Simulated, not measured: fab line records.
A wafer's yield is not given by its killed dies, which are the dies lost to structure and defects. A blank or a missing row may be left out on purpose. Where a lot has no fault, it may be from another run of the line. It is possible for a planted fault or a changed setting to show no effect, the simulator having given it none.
A lot that was struck, set against a sound lot | flow rit cmos | 44 out of 202 route steps
Sound: wafers L730.2, L730.4, L730.6. Wafers struck: L734.2, L734.3, L734.6. The cause comes at the end.
For every step that has rows: the tool of each side, followed by ch and its chambers, followed by its first start. Under that, the readings that differ: sound wafers | struck wafers | difference of the means | sigmas: that difference in standard deviations of wafers without a fault.
alike: a reading whose means differ by less than 2 such deviations, as well as words and numbers matching on both sides. not compared: withheld readings; readings where some wafer has no value; bounds like >300 that might hide an equal value; numbers whose values overlap and for which the record gives no deviation.
The two part at a step that has a row with sigmas, a row that says differs or no value, or rows on one side only. Non-overlapping numbers with no deviation appear without sigmas and do not part them. A reading missing from all wafers of one side parts the sides only when that side holds two or more wafers.

first, 2 steps without rows for these wafers: RIT_NLDD_HARDBAKE_07 (time 60 s); RIT_NLDD_IMPLANT_08.
RIT_NLDD_STRIP_09: strips in O2, time 180 s.
  sound on plasma asher-03 ch 0,1, day 4 18:52; struck on plasma asher-03 ch 0,1, day 5 10:01
  alike: chamber pressure mTorr, drypump motor current A
  not compared: rf hours counter h
RIT_NLDD_TW_MEAS_10:
  struck on film metro-03, day 5 10:13; sound on film metro-03, day 4 19:03
  alike: NLDD_TW
then, 6 steps without rows for these wafers: RIT_PLDD_HMDS_00 (prime time 60 s); RIT_PLDD_COAT_01 (resist thk 1000 nm); RIT_PLDD_SOFTBAKE_02 (time 60 s); RIT_PLDD_EXPOSE_03 (exposes mask M8, target cd 40900 nm); RIT_PLDD_PEB_04; RIT_PLDD_DEVELOP_05 (develop time 50 s).
RIT_PLDD_OVL_MEAS_06:
  struck on overlay-02, day 5 11:14; sound on overlay-01, day 4 19:57
  reading       | sound          | struck       | difference | sigmas
  PLDD_OVL (nm) | -2.5 -1.5 -4.5 | 0.2 1.0 -0.7 | +3.0       | +2
then, 1 step without rows for these wafers: RIT_PLDD_HARDBAKE_07 (time 60 s).
RIT_PLDD_IMPLANT_08:
  sound on implanter-03 ch 0, day 4 20:14; struck on implanter-04 ch 0, day 5 11:26
  reading                   | sound                | struck               | difference | sigmas
  beam energy keV           | 19.994 19.988 19.995 | 21.947 21.944 21.952 | +1.955     | +99 or more
  model.implant.rp nm (nm)  | 17.43 17.43 17.43    | 19.55 19.55 19.55    | +2.12      |
  model.implant.drp nm (nm) | 9.752 9.752 9.752    | 10.41 10.41 10.41    | +0.66      |
  alike: tilt deg
RIT_PLDD_STRIP_09: strips in O2, time 180 s.
  sound on plasma asher-02 ch 0,1, day 4 20:22; struck on plasma asher-04 ch 1, day 5 11:34
  alike: chamber pressure mTorr, drypump motor current A
  not compared: rf hours counter h
RIT_PLDD_TW_MEAS_10:
  struck on film metro-02, day 5 11:45; sound on film metro-03, day 4 20:32
  reading | sound          | struck         | difference | sigmas
  PLDD_TW | 2343 2331 2344 | 2405 2410 2418 | +72        | +7
then, 4 steps without rows for these wafers: RIT_SPACER_CLEAN_00 (cleans in SC1, time 623.6 s); RIT_SPACER_CLEAN_01 (cleans in dHF, time 30 s); RIT_SPACER_CLEAN_02 (cleans in SC2, time 600 s); RIT_SPACER_CVD_03 (deposits Si3N4 from SiH2Cl2/NH3, target thk 250 nm, time 3300 s).
RIT_SPACER_THK_MEAS_04:
  struck on film metro-03, day 5 14:07; sound on film metro-04, day 4 22:53
  alike: SPACER_NITRIDE_THK
RIT_SPACER_ETCHBACK_05: etches Si3N4 in SF6/CHF3, stops on SiO2, target depth 250 nm, time 240 s.
  sound on rie diel-02 ch 1,3, day 4 22:56; struck on rie diel-01 ch 1,2,3, day 5 14:10
  alike: chamber pressure mTorr, drypump motor current A, oes product au, throttle valve pct
  not compared: rf hours counter h
then, 6 steps without rows for these wafers: RIT_NSD_HMDS_00 (prime time 60 s); RIT_NSD_COAT_01 (resist thk 1000 nm); RIT_NSD_SOFTBAKE_02 (time 60 s); RIT_NSD_EXPOSE_03 (exposes mask M9, target cd 40700 nm); RIT_NSD_PEB_04; RIT_NSD_DEVELOP_05 (develop time 50 s).
RIT_NSD_OVL_MEAS_06:
  struck on overlay-01, day 5 15:17; sound on overlay-02, day 4 23:56
  alike: NSD_OVL
then, 2 steps without rows for these wafers: RIT_NSD_HARDBAKE_07 (time 60 s); RIT_NSD_IMPLANT_08.
RIT_NSD_STRIP_09: strips in O2, time 180 s.
  sound on plasma asher-02 ch 0,1, day 5 00:16; struck on plasma asher-02 ch 1, day 5 15:37
  alike: chamber pressure mTorr, drypump motor current A
  not compared: rf hours counter h
RIT_NSD_TW_MEAS_10:
  struck on film metro-02, day 5 15:49; sound on film metro-04, day 5 00:28
  alike: NSD_TW
then, 6 steps without rows for these wafers: RIT_PSD_HMDS_00 (prime time 60 s); RIT_PSD_COAT_01 (resist thk 1000 nm); RIT_PSD_SOFTBAKE_02 (time 60 s); RIT_PSD_EXPOSE_03 (exposes mask M10, target cd 40900 nm); RIT_PSD_PEB_04; RIT_PSD_DEVELOP_05 (develop time 50 s).
RIT_PSD_OVL_MEAS_06:
  struck on overlay-01, day 5 16:50; sound on overlay-02, day 5 01:37
  alike: PSD_OVL
then, 2 steps without rows for these wafers: RIT_PSD_HARDBAKE_07 (time 60 s); RIT_PSD_IMPLANT_08.
RIT_PSD_STRIP_09: strips in O2, time 180 s.
  sound on plasma asher-02 ch 0,1, day 5 01:57; struck on plasma asher-02 ch 0,1, day 5 17:10
  alike: chamber pressure mTorr, drypump motor current A
  not compared: rf hours counter h
RIT_SDANNEAL_RS_MEAS_06: measurement is done with a four-point probe.
  struck on film metro-04, day 5 18:05; sound on film metro-04, day 5 02:54
  reading          | sound             | struck            | difference | sigmas
  PLDD_RS (ohm/sq) | 178.0 178.3 178.3 | 172.8 172.9 172.5 | -5.5       | -12
RIT_M1_PROBE_99:
  struck on prober-01, day 6 01:44; sound on prober-02, day 5 10:35
  reading                                    | sound                   | struck                  | difference | sigmas
  model.etest.pldd.rs ohm sq                 | 519.4 518.5 521         | 383.6 383.6 372.3       | -139.8     |
  model.etest.pldd.line ohm um               | 165.7 163.2 159.2       | 118.2 119 116.6         | -44.8      |
  model.etest.pmos turned.drive ua um        | 189.4 191.5 195.2       | 217.8 219.6 228.4       | +29.9      |
  model.etest.pmos_0p15.drive ua um          | 252.8 256.6 264.6       | 279.8 282.5 295.7       | +28.0      |
  model.etest.pmos_0p15.off log10 a um       | -10.49 -10.33 -10.17    | -9.727 -9.771 -9.487    | +0.668     |
  model.etest.retro edge pmos.off log10 a um | -10.37 -10.36 -9.928    | -9.581 -9.571 -9.396    | +0.703     |
  model.etest.pmos_0p15.vt sat v (V)         | -0.3033 -0.2979 -0.2908 | -0.2591 -0.2647 -0.2385 | +0.0432    |
  alike: killed at contacts, killed at front end, killed dies, killed on rim, killed open, killed short
  not compared: model.etest.pmos_0p15.bv v

== WHERE THEY PART ==
Last at RIT_SDANNEAL_RS_MEAS_06 as far as this record goes, first at RIT_PLDD_OVL_MEAS_06. Later steps at which nothing parts them and some readings are alike: RIT_M1_PROBE_99.

WHY: what the simulator had put in
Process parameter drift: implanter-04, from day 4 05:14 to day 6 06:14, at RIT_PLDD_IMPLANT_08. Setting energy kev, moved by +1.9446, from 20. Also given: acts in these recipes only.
